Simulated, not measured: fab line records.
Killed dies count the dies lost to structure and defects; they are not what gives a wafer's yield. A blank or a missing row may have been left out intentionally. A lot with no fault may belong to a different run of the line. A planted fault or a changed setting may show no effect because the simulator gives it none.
fab line records | flow rit-cmos
record lots=15 | wafers=45 | last-day=7
route steps=202 shown PSD@151 SDANNEAL@156 CONTACT@173 M1@202
lots untouched by any fault: they come from a run of this same line in which no faults occurred
start-h: hours from the record's opening day to when the first of the lot's shown wafers began | wait-h: hours since the lot's step before | " as in the row above | L1.1+2: a row that stands for several wafers | - no value present, or no start provided | * or withheld: withheld | < > ~ a bound
route shown NAME@n: NAME is a module with steps in the file, n the number in the route of the first one | usual: the fault-free wafers' mean and standard deviation | same: alike in all rows | chamber/n: place in a boat | sites: per-site readings | _std_site: standard deviation across them | _edge_site: inner sites' mean taken away from outer sites' mean | radius-mm: for every site, how far away it sits from the centre of the wafer | mask NAME#n: copy n | behind: the tool/chamber that last shaped the wafer | hold: the reason the lot was held/the length of the hold in hours/how it ended | device: transistor that didn't switch, given as n, p or np | end of line: the tests these same wafers got at the end of their route | a step with no rows: only its recipe | killed: count of dies lost to structure and defects at first sort (not the wafer's yield) | map: a wafer's dies, marking killed ones x, the rest . and places with no die _
set.NAME: the setting that was run; set.NAME@STEP: the one run at that earlier step | model.NAME: the simulator's own value behind a step, which no gauge read
the route's steps for a sample of lots (tables are steps, rows are wafers)
services: from which hour (start-h, from the record's first day; less than 0 if before it) a tool's chamber was out of use, for how many hours, and why
## steps
# step RIT_PSD_STRIP_09
# recipe chemistry=O2 | time-s=180 | resist=NOVOLAK | platen-temp-c=withheld | power-w=500 | pressure-mtorr=4000 | o2-flow-sccm=4000
# usual drypump-motor-current-A=5.7/0.3 | rf-refl-power-W=5.8/1.4
lot.wafer | tool            | chamber | start-h | wait-h | drypump-motor-current-A | rf-hours-counter-h | rf-refl-power-W
L827.1    | plasma-asher-01 | 0       | 59.77   | 0.1    | 6.2                     | 27                 | 7.9
L827.4    | "               | 0       | "       | "      | 6.2                     | -                  | 8.6
L827.5    | "               | 1       | "       | "      | 5.6                     | -                  | 5.7
L828.1    | plasma-asher-03 | 1       | 64.26   | 0.1    | 5.3                     | 44                 | 7.0
L828.2    | "               | 0       | "       | "      | 5.8                     | 44                 | 5.9
L828.4    | "               | 1       | "       | "      | 5.3                     | -                  | 7.4
L829.1    | plasma-asher-04 | 1       | 69.50   | 0.1    | 5.7                     | 37                 | 3.7
L829.2    | "               | 0       | "       | "      | 5.3                     | 37                 | 5.2
L829.3    | "               | 1       | "       | "      | 5.7                     | -                  | 3.8
L830.2    | plasma-asher-01 | 1       | 75.60   | 0.1    | 5.6                     | 28                 | 5.9
L830.3    | "               | 1       | "       | "      | 5.6                     | -                  | 6.0
L830.5    | "               | 1       | "       | "      | 5.6                     | -                  | 5.9
L831.1    | plasma-asher-03 | 1       | 82.32   | 0.1    | 5.3                     | 46                 | 7.2
L831.3    | "               | 1       | "       | "      | 5.3                     | -                  | 7.5
L831.6    | "               | 0       | "       | "      | 5.8                     | -                  | 5.6
L832.4    | plasma-asher-01 | 0       | 84.73   | 0.1    | 6.2                     | -                  | 8.1
L832.5    | "               | 1       | "       | "      | 5.6                     | -                  | 5.8
L832.6    | "               | 0       | "       | "      | 6.2                     | -                  | 8.0
L836.1    | plasma-asher-01 | 0       | 101.53  | 0.1    | 6.2                     | 31                 | 7.6
L836.2    | "               | 1       | "       | "      | 5.6                     | 31                 | 5.9
L836.4    | "               | 0       | "       | "      | 6.2                     | -                  | 7.7
L840.3    | plasma-asher-03 | 1       | 119.39  | 0.1    | 5.4                     | -                  | 7.4
L840.5    | "               | 0       | "       | "      | 5.8                     | -                  | 5.8
L840.6    | "               | 1       | "       | "      | 5.3                     | -                  | 7.3
L841.1    | plasma-asher-04 | 0       | 121.35  | 0.1    | 5.3                     | 0                  | 5.2
L841.2    | "               | 1       | "       | "      | 5.7                     | 0                  | 3.8
L841.3    | "               | 0       | "       | "      | 5.3                     | -                  | 5.2
L842.1    | plasma-asher-01 | 1       | 131.85  | 0.1    | 5.6                     | 35                 | 6.0
L842.2    | "               | 0       | "       | "      | 6.2                     | 35                 | 8.1
L842.3    | "               | 0       | "       | "      | 6.2                     | -                  | 7.6
L844.4    | plasma-asher-03 | 0       | 140.39  | 0.1    | 5.8                     | -                  | 5.8
L844.5    | "               | 0       | "       | "      | 5.8                     | -                  | 5.6
L844.6    | "               | 1       | "       | "      | 5.3                     | -                  | 7.2
L845.1    | plasma-asher-04 | 1       | 145.01  | 0.1    | 5.7                     | 3                  | 3.8
L845.2    | "               | 0       | "       | "      | 5.3                     | 3                  | 5.1
L845.5    | "               | 0       | "       | "      | 5.3                     | -                  | 5.1
L846.1    | plasma-asher-01 | 0       | 146.50  | 0.1    | 6.2                     | 37                 | 8.5
L846.4    | "               | 1       | "       | "      | 5.6                     | -                  | 6.0
L846.5    | "               | 1       | "       | "      | 5.5                     | -                  | 5.8
L848.1    | plasma-asher-04 | 0       | 160.45  | 0.1    | 5.3                     | 5                  | 5.2
L848.5    | "               | 1       | "       | "      | 5.7                     | -                  | 3.4
L848.6    | "               | 0       | "       | "      | 5.3                     | -                  | 5.0
L849.3    | plasma-asher-04 | 1       | 167.18  | 0.1    | 5.7                     | -                  | 3.9
L849.4    | "               | 0       | "       | "      | 5.3                     | -                  | 5.2
L849.6    | "               | 1       | "       | "      | 5.7                     | -                  | 3.8
# step RIT_SDANNEAL_RTA_03
# recipe temp-c=1050 | time-s=5 | idle-temp-c=600 | ramp-up-c-per-s=342 | ramp-down-c-per-s=171 | cool-to-c=600 | ambient=N2
# usual wafer_temp_C_max=1053.5/1.2
lot.wafer | tool          | chamber | start-h | wait-h | wafer_temp_C_max
L827.1    | rtp-anneal-01 | 0       | 60.72   | 0.0    | 1053.9
L827.4    | "             | 0       | "       | "      | 1053.8
L827.5    | "             | 0       | "       | "      | 1052.5
L828.1    | rtp-anneal-02 | 0       | 65.04   | 0.0    | 1052.2
L828.2    | "             | 0       | "       | "      | 1051.8
L828.4    | "             | 0       | "       | "      | 1052.4
L829.1    | rtp-anneal-01 | 0       | 70.14   | 0.0    | 1053.9
L829.2    | "             | 0       | "       | "      | 1052.8
L829.3    | "             | 0       | "       | "      | 1051.7
L830.2    | rtp-anneal-02 | 0       | 76.21   | 0.0    | 1052.7
L830.3    | "             | 0       | "       | "      | 1052.7
L830.5    | "             | 0       | "       | "      | 1052.5
L831.1    | rtp-anneal-01 | 0       | 82.92   | 0.0    | 1053.6
L831.3    | "             | 0       | "       | "      | 1053.1
L831.6    | "             | 0       | "       | "      | 1052.9
L832.4    | rtp-anneal-02 | 0       | 85.30   | 0.0    | 1052.2
L832.5    | "             | 0       | "       | "      | 1053.2
L832.6    | "             | 0       | "       | "      | 1052.3
L836.1    | rtp-anneal-02 | 0       | 102.13  | 0.0    | 1054.4
L836.2    | "             | 0       | "       | "      | 1052.8
L836.4    | "             | 0       | "       | "      | 1054.8
L840.3    | rtp-anneal-02 | 0       | 119.96  | 0.0    | 1054.4
L840.5    | "             | 0       | "       | "      | 1053.0
L840.6    | "             | 0       | "       | "      | 1054.6
L841.1    | rtp-anneal-01 | 0       | 121.95  | 0.0    | 1053.7
L841.2    | "             | 0       | "       | "      | 1054.0
L841.3    | "             | 0       | "       | "      | 1054.5
L842.1    | rtp-anneal-02 | 0       | 132.49  | 0.0    | 1051.9
L842.2    | "             | 0       | "       | "      | 1052.5
L842.3    | "             | 0       | "       | "      | 1055.3
L844.4    | rtp-anneal-02 | 0       | 141.01  | 0.0    | 1055.4
L844.5    | "             | 0       | "       | "      | 1056.0
L844.6    | "             | 0       | "       | "      | 1053.2
L845.1    | rtp-anneal-01 | 0       | 145.61  | 0.0    | 1055.2
L845.2    | "             | 0       | "       | "      | 1051.1
L845.5    | "             | 0       | "       | "      | 1053.0
L846.1    | rtp-anneal-02 | 0       | 147.10  | 0.0    | 1053.1
L846.4    | "             | 0       | "       | "      | 1055.1
L846.5    | "             | 0       | "       | "      | 1054.8
L848.1    | rtp-anneal-02 | 0       | 161.05  | 0.0    | 1054.9
L848.5    | "             | 0       | "       | "      | 1054.3
L848.6    | "             | 0       | "       | "      | 1056.3
L849.3    | rtp-anneal-01 | 0       | 167.75  | 0.0    | 1053.9
L849.4    | "             | 0       | "       | "      | 1053.2
L849.6    | "             | 0       | "       | "      | 1054.5
# step RIT_CONTACT_EXPOSE_05
# recipe mask-id=M11 | na=0.6 | source-shape=conventional | sigma-outer=0.5 | target-cd-nm=1000 | dose-mj=250
# usual reticle-temp-C=22.98/0.12
lot.wafer | tool             | chamber | start-h | wait-h | mask  | reticle-temp-C
L827.1    | iline-stepper-02 | 0       | 62.35   | 0.1    | M11#0 | 23.03
L827.4    | "                | 0       | "       | "      | M11#0 | 22.83
L827.5    | "                | 0       | "       | "      | M11#0 | 23.02
L828.1    | iline-stepper-02 | 0       | 66.70   | 0.1    | M11#0 | 22.87
L828.2    | "                | 0       | "       | "      | M11#0 | 23.05
L828.4    | "                | 0       | "       | "      | M11#0 | 22.91
L829.1    | iline-stepper-02 | 0       | 71.77   | 0.1    | M11#0 | 22.85
L829.2    | "                | 0       | "       | "      | M11#0 | 23.03
L829.3    | "                | 0       | "       | "      | M11#0 | 22.91
L830.2    | iline-stepper-02 | 0       | 77.89   | 0.1    | M11#0 | 23.05
L830.3    | "                | 0       | "       | "      | M11#0 | 23.11
L830.5    | "                | 0       | "       | "      | M11#0 | 22.98
L831.1    | iline-stepper-01 | 0       | 84.66   | 0.2    | M11#0 | 22.90
L831.3    | "                | 0       | "       | "      | M11#0 | 22.90
L831.6    | "                | 0       | "       | "      | M11#0 | 23.08
L832.4    | iline-stepper-02 | 0       | 87.07   | 0.2    | M11#0 | 23.16
L832.5    | "                | 0       | "       | "      | M11#0 | 23.08
L832.6    | "                | 0       | "       | "      | M11#0 | 23.10
L836.1    | iline-stepper-01 | 0       | 103.76  | 0.1    | M11#0 | 22.84
L836.2    | "                | 0       | "       | "      | M11#0 | 22.84
L836.4    | "                | 0       | "       | "      | M11#0 | 22.88
L840.3    | iline-stepper-02 | 0       | 121.69  | 0.1    | M11#0 | 22.84
L840.5    | "                | 0       | "       | "      | M11#0 | 22.93
L840.6    | "                | 0       | "       | "      | M11#0 | 22.96
L841.1    | iline-stepper-02 | 0       | 123.58  | 0.1    | M11#0 | 22.87
L841.2    | "                | 0       | "       | "      | M11#0 | 23.09
L841.3    | "                | 0       | "       | "      | M11#0 | 22.99
L842.1    | iline-stepper-02 | 0       | 134.11  | 0.1    | M11#0 | 22.95
L842.2    | "                | 0       | "       | "      | M11#0 | 23.11
L842.3    | "                | 0       | "       | "      | M11#0 | 22.99
L844.4    | iline-stepper-01 | 0       | 142.87  | 0.2    | M11#0 | 23.04
L844.5    | "                | 0       | "       | "      | M11#0 | 23.01
L844.6    | "                | 0       | "       | "      | M11#0 | 23.05
L845.1    | iline-stepper-01 | 0       | 147.33  | 0.1    | M11#0 | 23.04
L845.2    | "                | 0       | "       | "      | M11#0 | 22.97
L845.5    | "                | 0       | "       | "      | M11#0 | 23.06
L846.1    | iline-stepper-01 | 0       | 148.74  | 0.1    | M11#0 | 23.11
L846.4    | "                | 0       | "       | "      | M11#0 | 23.07
L846.5    | "                | 0       | "       | "      | M11#0 | 23.04
L848.1    | iline-stepper-01 | 0       | 162.79  | 0.2    | M11#0 | 22.90
L848.5    | "                | 0       | "       | "      | M11#0 | 22.83
L848.6    | "                | 0       | "       | "      | M11#0 | 22.85
L849.3    | iline-stepper-01 | 0       | 169.39  | 0.1    | M11#0 | 22.93
L849.4    | "                | 0       | "       | "      | M11#0 | 23.00
L849.6    | "                | 0       | "       | "      | M11#0 | 22.99
# step RIT_CONTACT_OVL_MEAS_09
# usual CONTACT_OVL=0.3/1.4
lot.wafer | tool       | chamber | start-h | wait-h | CONTACT_OVL[nm]
L827.1    | overlay-02 | -       | 62.99   | 0.1    | -2.4
L827.4    | "          | -       | "       | "      | -2.2
L827.5    | "          | -       | "       | "      | -1.1
L828.1    | overlay-01 | -       | 67.34   | 0.1    | -2.5
L828.2    | "          | -       | "       | "      | -1.3
L828.4    | "          | -       | "       | "      | -3.5
L829.1    | overlay-02 | -       | 72.40   | 0.1    | 0.6
L829.2    | "          | -       | "       | "      | -1.0
L829.3    | "          | -       | "       | "      | 0.4
L830.2    | overlay-01 | -       | 78.52   | 0.1    | -0.4
L830.3    | "          | -       | "       | "      | 2.2
L830.5    | "          | -       | "       | "      | -0.6
L831.1    | overlay-02 | -       | 85.30   | 0.1    | -0.7
L831.3    | "          | -       | "       | "      | 1.7
L831.6    | "          | -       | "       | "      | 0.1
L832.4    | overlay-02 | -       | 87.67   | 0.1    | -1.6
L832.5    | "          | -       | "       | "      | -1.3
L832.6    | "          | -       | "       | "      | 0.7
L836.1    | overlay-01 | -       | 104.40  | 0.1    | -0.7
L836.2    | "          | -       | "       | "      | -0.6
L836.4    | "          | -       | "       | "      | 1.0
L840.3    | overlay-01 | -       | 122.30  | 0.1    | 348.7
L840.5    | "          | -       | "       | "      | 349.4
L840.6    | "          | -       | "       | "      | 350.3
L841.1    | overlay-02 | -       | 124.21  | 0.1    | 348.4
L841.2    | "          | -       | "       | "      | 350.5
L841.3    | "          | -       | "       | "      | 349.0
L842.1    | overlay-01 | -       | 134.80  | 0.1    | 348.5
L842.2    | "          | -       | "       | "      | 346.5
L842.3    | "          | -       | "       | "      | 347.7
L844.4    | overlay-01 | -       | 143.46  | 0.1    | -1.3
L844.5    | "          | -       | "       | "      | 0.6
L844.6    | "          | -       | "       | "      | -0.5
L845.1    | overlay-01 | -       | 147.96  | 0.1    | 1.8
L845.2    | "          | -       | "       | "      | 2.4
L845.5    | "          | -       | "       | "      | -0.2
L846.1    | overlay-02 | -       | 149.38  | 0.1    | 1.2
L846.4    | "          | -       | "       | "      | 0.6
L846.5    | "          | -       | "       | "      | 0.1
L848.1    | overlay-02 | -       | 163.43  | 0.1    | -0.5
L848.5    | "          | -       | "       | "      | 0.7
L848.6    | "          | -       | "       | "      | 1.9
L849.3    | overlay-02 | -       | 170.00  | 0.1    | 1.0
L849.4    | "          | -       | "       | "      | 2.6
L849.6    | "          | -       | "       | "      | 2.1
# step RIT_CONTACT_ETCH_11
# recipe target-depth-a=4800 | over-etch-frac=0.2 | stop-on=TiSi2 | chemistry=CHF3/CF4/Ar | target=SiO2 | CHF3_flow_sccm=50 | cf4-flow-sccm=10 | Ar_flow_sccm=100 | O2_flow_sccm=5 | pressure-mtorr=100 | rf-w=200 | time-s=320
# usual drypump-motor-current-A=5.8/0.39 | oes-product-au=0.981/0.012 | throttle-valve-pct=8.87/0.13
lot.wafer | tool        | chamber | start-h | wait-h | drypump-motor-current-A | oes-product-au | rf-hours-counter-h | throttle-valve-pct
L827.1    | rie-diel-02 | 3       | 63.17   | 0.1    | 5.5                     | 0.959          | 5                  | 8.71
L827.4    | "           | 1       | "       | "      | 6.0                     | 0.976          | 124                | 8.90
L827.5    | "           | 2       | "       | "      | 5.4                     | 0.988          | -                  | 9.00
L828.1    | rie-diel-03 | 2       | 67.52   | 0.1    | 6.5                     | 0.979          | 2                  | 8.99
L828.2    | "           | 0       | "       | "      | 5.2                     | 0.992          | 4                  | 8.79
L828.4    | "           | 1       | "       | "      | 6.1                     | 0.990          | 1                  | 8.73
L829.1    | rie-diel-01 | 3       | 72.59   | 0.1    | 6.3                     | 0.973          | 84                 | 8.65
L829.2    | "           | 0       | "       | "      | 5.5                     | 0.959          | 18                 | 8.94
L829.3    | "           | 1       | "       | "      | 5.6                     | 0.972          | 39                 | 8.82
L830.2    | rie-diel-03 | 1       | 78.70   | 0.1    | 6.1                     | 1.000          | 1                  | 8.74
L830.3    | "           | 0       | "       | "      | 5.2                     | 1.000          | 4                  | 8.79
L830.5    | "           | 0       | "       | "      | 5.2                     | 1.001          | -                  | 8.78
L831.1    | rie-diel-01 | 1       | 85.49   | 0.1    | 5.6                     | 0.970          | 39                 | 8.82
L831.3    | "           | 2       | "       | "      | 6.0                     | 0.983          | 69                 | 8.97
L831.6    | "           | 0       | "       | "      | 5.6                     | 0.960          | -                  | 8.93
L832.4    | rie-diel-03 | 1       | 88.13   | 0.1    | 6.1                     | 0.994          | 1                  | 8.74
L832.5    | "           | 1       | "       | "      | 6.1                     | 0.995          | -                  | 8.74
L832.6    | "           | 2       | "       | "      | 6.5                     | 0.984          | -                  | 8.97
L836.1    | rie-diel-01 | 0       | 104.59  | 0.1    | 5.5                     | 0.964          | 19                 | 8.94
L836.2    | "           | 1       | "       | "      | 5.6                     | 0.968          | 40                 | 8.83
L836.4    | "           | 3       | "       | "      | 6.3                     | 0.967          | 84                 | 8.65
L840.3    | rie-diel-02 | 1       | 122.48  | 0.1    | 6.0                     | 0.976          | 126                | 8.90
L840.5    | "           | 1       | "       | "      | 6.0                     | 0.980          | -                  | 8.91
L840.6    | "           | 2       | "       | "      | 5.4                     | 0.993          | -                  | 9.02
L841.1    | rie-diel-03 | 3       | 124.40  | 0.1    | 5.7                     | 0.978          | 18                 | 8.91
L841.2    | "           | 2       | "       | "      | 6.5                     | 0.979          | 4                  | 8.97
L841.3    | "           | 0       | "       | "      | 5.2                     | 1.000          | 5                  | 8.81
L842.1    | rie-diel-02 | 3       | 134.99  | 0.1    | 5.5                     | 0.960          | 7                  | 8.70
L842.2    | "           | 2       | "       | "      | 5.4                     | 0.988          | 3                  | 9.01
L842.3    | "           | 1       | "       | "      | 6.0                     | 0.983          | 126                | 8.93
L844.4    | rie-diel-03 | 2       | 143.63  | 0.1    | 6.5                     | 0.981          | 4                  | 8.99
L844.5    | "           | 1       | "       | "      | 6.1                     | 0.995          | -                  | 8.74
L844.6    | "           | 2       | "       | "      | 6.5                     | 0.978          | -                  | 8.97
L845.1    | rie-diel-01 | 2       | 148.15  | 0.1    | 6.0                     | 0.982          | 71                 | 8.98
L845.2    | "           | 3       | "       | "      | 6.2                     | 0.972          | 85                 | 8.64
L845.5    | "           | 3       | "       | "      | 6.2                     | 0.970          | -                  | 8.65
L846.1    | rie-diel-03 | 1       | 149.57  | 0.1    | 6.1                     | 0.993          | 3                  | 8.72
L846.4    | "           | 2       | "       | "      | 6.5                     | 0.979          | 4                  | 8.98
L846.5    | "           | 3       | "       | "      | 5.7                     | 0.983          | -                  | 8.91
L848.1    | rie-diel-02 | 1       | 163.61  | 0.1    | 6.0                     | 0.978          | 126                | 8.91
L848.5    | "           | 2       | "       | "      | 5.4                     | 0.985          | -                  | 9.01
L848.6    | "           | 3       | "       | "      | 5.5                     | 0.965          | -                  | 8.71
L849.3    | rie-diel-01 | 3       | 170.17  | 0.1    | 6.2                     | 0.975          | 86                 | 8.65
L849.4    | "           | 0       | "       | "      | 5.6                     | 0.963          | 20                 | 8.94
L849.6    | "           | 3       | "       | "      | 6.2                     | 0.969          | -                  | 8.64
# step RIT_M1_PROBE_99
# usual killed-at-contacts=0.0/0.23 | killed-at-front-end=7/3.1 | killed-dies=7/3.1 | killed-open=3.3/2 | killed-short=3.5/1.9
# same gross-dies=264 | killed_at_M0_to_M3=0 | killed_at_M4_up=0 | killed-at-back-side=0 | killed-at-other=0
lot.wafer | tool      | chamber | start-h | wait-h | killed-at-contacts | killed-at-front-end | killed-dies | killed-open | killed-short
L832.4    | prober-01 | -       | 93.22   | 0.2    | 0                  | 3                   | 3           | 0           | 3
L832.5    | prober-01 | -       | 93.27   | 0.2    | 0                  | 4                   | 4           | 2           | 2
L832.6    | prober-01 | -       | 93.32   | 0.2    | 0                  | 5                   | 5           | 4           | 1
L841.1    | prober-02 | -       | 129.39  | 0.1    | 0                  | 5                   | 5           | 3           | 2
L841.2    | prober-02 | -       | 129.44  | 0.1    | 0                  | 2                   | 2           | 0           | 2
L841.3    | prober-02 | -       | 129.49  | 0.2    | 0                  | 8                   | 8           | 4           | 4
L845.1    | prober-02 | -       | 153.05  | 0.1    | 0                  | 9                   | 9           | 6           | 3
L845.2    | prober-02 | -       | 153.10  | 0.1    | 1                  | 0                   | 1           | 0           | 1
L845.5    | prober-02 | -       | 153.25  | 0.2    | 0                  | 4                   | 4           | 2           | 2
L846.1    | prober-01 | -       | 154.56  | 0.1    | 0                  | 8                   | 8           | 1           | 7
L846.4    | prober-01 | -       | 154.71  | 0.2    | 0                  | 7                   | 7           | 4           | 3
L846.5    | prober-01 | -       | 154.76  | 0.2    | 0                  | 10                  | 10          | 5           | 5
# killed by level:class
L832.4 GATE:geometric-particle:short=2 FOX1:geometric-particle:short=1
L832.5 GATE:geometric-particle:open=2 GATE:geometric-particle:short=1 SILICIDE:geometric-particle:short=1
L832.6 REOX:geometric-particle:open=2 SILICIDE:geometric-particle:open=2 GATE:geometric-particle:short=1
L841.1 SPACER:geometric-particle:open=2 SPACER:geometric-particle:short=2 GATE:geometric-particle:open=1
L841.2 FOX2:geometric-particle:short=1 GATE:geometric-particle:short=1
L841.3 GATE:geometric-particle:open=3 SPACER:geometric-particle:short=2 FOX2:geometric-particle:short=1 GATE:geometric-particle:short=1 SILICIDE:geometric-particle:open=1
L845.1 FOX2:geometric-particle:open=3 GATE:geometric-particle:short=2 GATE:geometric-particle:open=2 FOX1:geometric-particle:short=1 SPACER:geometric-particle:open=1
L845.2 CONTACT:geometric-particle:short=1
L845.5 FOX2:geometric-particle:open=1 FOX2:geometric-particle:short=1 GATE:geometric-particle:open=1 GATE:geometric-particle:short=1
L846.1 GATE:geometric-particle:short=3 FOX1:geometric-particle:short=2 SPACER:geometric-particle:short=2 GATE:geometric-particle:open=1
L846.4 FOX1:geometric-particle:short=2 SPACER:geometric-particle:open=2 REOX:geometric-particle:open=1 SILICIDE:geometric-particle:short=1 SILICIDE:geometric-particle:open=1
L846.5 GATE:geometric-particle:open=2 GATE:geometric-particle:short=2 REOX:geometric-particle:open=2 FOX2:geometric-particle:short=1 REOX:geometric-particle:short=1 SPACER:geometric-particle:short=1 SILICIDE:geometric-particle:open=1
## services
tool             | chamber | start-h | hours | kind
plasma-asher-01  | -       | 39.76   | 1.2   | repair
rie-diel-01      | 0       | 56.66   | 6.4   | repair
plasma-asher-04  | -       | 62.61   | 0.7   | repair
rie-diel-01      | 1       | 72.72   | 9.4   | repair
iline-stepper-01 | -       | 74.33   | 4.2   | repair
rie-diel-01      | 3       | 79.12   | 24.8  | repair
plasma-asher-04  | -       | 91.79   | 1.4   | repair
iline-stepper-02 | 0       | 97.48   | -     | calibration
plasma-asher-04  | -       | 99.32   | 2.8   | repair
iline-stepper-02 | -       | 101.08  | 8.2   | repair
plasma-asher-04  | -       | 108.75  | 9.0   | pm
plasma-asher-04  | 0       | 108.75  | 9.0   | vent-cycle
plasma-asher-04  | 1       | 108.75  | 9.0   | vent-cycle
rie-diel-01      | 3       | 109.01  | 5.2   | repair
rie-diel-01      | 0       | 109.79  | 5.3   | repair
rie-diel-02      | -       | 130.37  | 2.8   | pm
rie-diel-01      | 1       | 131.37  | 7.8   | repair
plasma-asher-03  | -       | 141.43  | 21.0  | repair
iline-stepper-01 | -       | 150.93  | 1.3   | repair
iline-stepper-01 | -       | 155.15  | 1.7   | pm
rie-diel-02      | -       | 159.14  | 0.9   | repair
iline-stepper-02 | -       | 159.23  | 11.4  | repair
rie-diel-03      | 0       | 160.22  | 8.5   | repair
plasma-asher-04  | -       | 167.71  | 2.4   | repair
## key
first-sign step=RIT_CONTACT_OVL_MEAS_09 | reading=CONTACT_OVL | direction=up | sigmas=99+ | usual=0.3 | struck=348.8
effect none on later readings
met-at RIT_CONTACT_EXPOSE_05
struck-lots L840,L841,L842
tester-left-out L840,L841,L842
not-acting-at RIT_PSD_STRIP_09,RIT_SDANNEAL_RTA_03,RIT_CONTACT_ETCH_11
onset-between 87.07 121.69
fault kind=scanner-matching-overlay | tool=iline-stepper-02 | chamber=- | onset-h=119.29 | steps=RIT_CONTACT_EXPOSE_05 | offset=348.36
# tester-left-out: of these lots the tester's yield and bins aren't shown, on N5 and GAA mostly nor the transistor test; their killed dies are dies lost to structure and defects alone, not to doping, threshold or leakage, so they don't give the yield
